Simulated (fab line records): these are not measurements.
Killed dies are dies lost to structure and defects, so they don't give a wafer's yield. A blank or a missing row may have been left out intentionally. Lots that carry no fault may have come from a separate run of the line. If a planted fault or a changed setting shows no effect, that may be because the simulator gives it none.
A lot that was struck, set against a sound lot || flow rit-cmos || 14 out of 202 route steps
Sound: the wafers L690.3, L690.5, L690.6. Wafers struck: L689.1, L689.2, L689.6. Last of all comes the cause.
Per side, at each step with rows, come the tool, then ch with its chambers, and then its first start. Under that, the readings that differ: sound wafers || struck wafers || difference of the means || sigmas: that difference in standard deviations of wafers without a fault.
alike: words and numbers the same on both sides, and readings whose means are apart by under 2 such deviations; not compared: readings that were withheld, readings missing a value for some wafer, numbers with overlapping values and no deviation given by the record, and bounds like >300 which may hide the same value.
The two part at a step that has a row with sigmas, a row that says differs or no value, or rows on one side only. When numbers do not overlap yet have no deviation, they are printed without sigmas and do not part them. Lack of a reading on every wafer of one side parts them only where that side has two or more wafers.

first, 4 steps without rows for these wafers: RIT_PLDD_SOFTBAKE_02 (time 60 s); RIT_PLDD_EXPOSE_03 (exposes mask M8, target cd 40900 nm); RIT_PLDD_PEB_04; RIT_PLDD_DEVELOP_05 (develop time 50 s).
RIT_PLDD_OVL_MEAS_06:
  sound on overlay-01 at day 5 21:03; struck on overlay-01 at day 5 17:15
  alike: PLDD_OVL
then, 2 steps without rows for these wafers: RIT_PLDD_HARDBAKE_07 (time 60 s); RIT_PLDD_IMPLANT_08.
RIT_PLDD_STRIP_09: strips in O2, time 180 s.
  sound on plasma-asher-02 ch 0,1, day 5 21:26; struck on plasma-asher-02 ch 0,1, day 5 17:35
  alike: drypump-motor-current-A
  not compared: rf-hours-counter-h
RIT_PLDD_TW_MEAS_10:
  sound on film-metro-04 at day 5 21:34; struck on film-metro-03 at day 5 17:46
  alike: PLDD_TW
then, 3 steps without rows for these wafers: RIT_SPACER_CLEAN_00 (cleans in SC1, time 600 s); RIT_SPACER_CLEAN_01 (cleans in dHF, time 30 s); RIT_SPACER_CLEAN_02 (cleans in SC2, time 600 s).
RIT_SPACER_CVD_03: deposits Si3N4 from SiH2Cl2/NH3, target thk 250 nm, time 3300 s.
  sound on lpcvd-01 ch 0, day 5 21:58; struck on lpcvd-01 ch 0, day 5 18:13
  no value came back on the struck wafers for nh3-flow-sccm (sccm), pressure-mtorr (mTorr), spike-tc-source-C (C), susceptor-temp-C (C); on the sound wafers nh3-flow-sccm (sccm) reads 149.8 150.5 150.5
RIT_M1_PROBE_99:
  rows exist in the record for the sound wafers here (prober-01, day 6 11:23), none for the struck ones

== WHERE THEY PART ==
First at RIT_SPACER_CVD_03; last, within this record, at RIT_M1_PROBE_99.

WHY: the cause the simulator had injected
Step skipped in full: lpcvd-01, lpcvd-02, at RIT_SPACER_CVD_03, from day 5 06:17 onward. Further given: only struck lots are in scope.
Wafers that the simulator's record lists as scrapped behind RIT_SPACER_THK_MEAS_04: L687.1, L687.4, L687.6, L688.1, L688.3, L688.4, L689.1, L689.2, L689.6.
